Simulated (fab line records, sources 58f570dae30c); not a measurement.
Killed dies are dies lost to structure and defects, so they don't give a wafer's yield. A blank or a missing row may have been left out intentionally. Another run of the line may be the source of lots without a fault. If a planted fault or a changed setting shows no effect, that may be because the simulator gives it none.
Shared-tool check    flow berkeley-cmos170    Lots sampled 13, wafers sampled 39

== THE REASON FOR OPENING IT ==
1 of 13 lots carry a flag on the reading NVT_TW at UCB170_NVT_TW_MEAS_09. Wafers without a fault read 525.8, standard deviation 2.6.
Rule: flag the lot when none of its wafers has a number, or when each of its wafers that has one lies beyond 4 standard deviations from that mean. The rest of the lots are taken to be sound.

lot   measured      on             NVT_TW, wafer by wafer  flag
L543  day 5 22:57   film-metro-01  524.1 522.2 523.0       
L546  day 6 12:11   film-metro-01  526.5 525.3 526.2       
L547  day 6 12:15   film-metro-01  524.1 524.1 527.1       
L545  day 6 12:36   film-metro-01  524.5 524.1 527.4       
L552  day 7 07:40   film-metro-01  523.8 524.3 523.1       
L549  day 7 07:57   film-metro-01  524.9 525.9 527.3       
L550  day 7 08:13   film-metro-01  524.8 521.9 525.8       
L551  day 7 08:13   film-metro-03  517.9 520.8 521.7       
L556  day 8 23:38   film-metro-03  524.3 520.2 523.3       
L558  day 8 23:50   film-metro-01  524.4 529.1 527.9       
L560  day 9 00:01   film-metro-02  30.4 30.3 30.2          FLAGGED
L562  day 9 18:02   film-metro-01  526.9 527.6 527.1       
L566  day 10 18:45  film-metro-02  529.0 532.5 529.5       
Averaged over the flagged lots the numbers come to 30.3, -495.5 from the usual (-99 or more standard deviations).

== WHICH TOOL RAN EACH LOT ==
The record holds 1 process step before the reading, out of a route of 331 steps. Read each cell as the tool, then ch plus the chambers that the sampled wafers visited, then the start.
lot   flag     UCB170_NVT_EXPOSE_03
L543           krf-scanner-01 ch 0, day 5 22:01
L546           krf-scanner-01 ch 0, day 6 11:20
L547           krf-scanner-02 ch 0, day 6 11:34
L545           krf-scanner-01 ch 0, day 6 11:56
L552           krf-scanner-02 ch 0, day 7 06:19
L549           krf-scanner-02 ch 0, day 7 06:28
L550           krf-scanner-01 ch 0, day 7 06:42
L551           krf-scanner-02 ch 0, day 7 06:56
L556           krf-scanner-02 ch 0, day 8 22:55
L558           krf-scanner-02 ch 0, day 8 23:05
L560  FLAGGED  krf-scanner-01 ch 0, day 8 23:20
L562           krf-scanner-02 ch 0, day 9 17:00
L566           krf-scanner-01 ch 0, day 10 17:55
What the steps here do:
- UCB170_NVT_EXPOSE_03: exposes mask PWELL, target cd 3000 nm.
- UCB170_NVT_TW_MEAS_09

== FLAGGED AGAINST TOTAL, ONE TOOL AT A TIME (gauges that did the reading follow at the end) ==
step                   tool            lots run  flagged  share of the flagged lots  sound lots run after its first flagged lot
UCB170_NVT_EXPOSE_03   krf-scanner-01  6         1        all                        1 (L566)
UCB170_NVT_EXPOSE_03   krf-scanner-02  7         0        none                       -
UCB170_NVT_TW_MEAS_09  film-metro-01   9         0        none                       -
UCB170_NVT_TW_MEAS_09  film-metro-02   2         1        all                        1 (L566)
UCB170_NVT_TW_MEAS_09  film-metro-03   2         0        none                       -

== WHAT IS ALLOWED BY THE TABLE ==
2 rows of the table ran every flagged lot: krf-scanner-01 at UCB170_NVT_EXPOSE_03, film-metro-02 at UCB170_NVT_TW_MEAS_09.
- krf-scanner-01 at UCB170_NVT_EXPOSE_03: 1 of its 6 lots flagged. After the first flagged lot (L566), sound lots still ran on it; a lasting fault on the whole tool would not permit that.
- film-metro-02 at UCB170_NVT_TW_MEAS_09: 1 of its 2 lots flagged. After the first flagged lot (L566), sound lots still ran on it; a lasting fault on the whole tool would not permit that.
None of the table's rows ran every flagged lot and, after the first, no sound lot.

== WHAT THE SIMULATOR HAD INSERTED ==
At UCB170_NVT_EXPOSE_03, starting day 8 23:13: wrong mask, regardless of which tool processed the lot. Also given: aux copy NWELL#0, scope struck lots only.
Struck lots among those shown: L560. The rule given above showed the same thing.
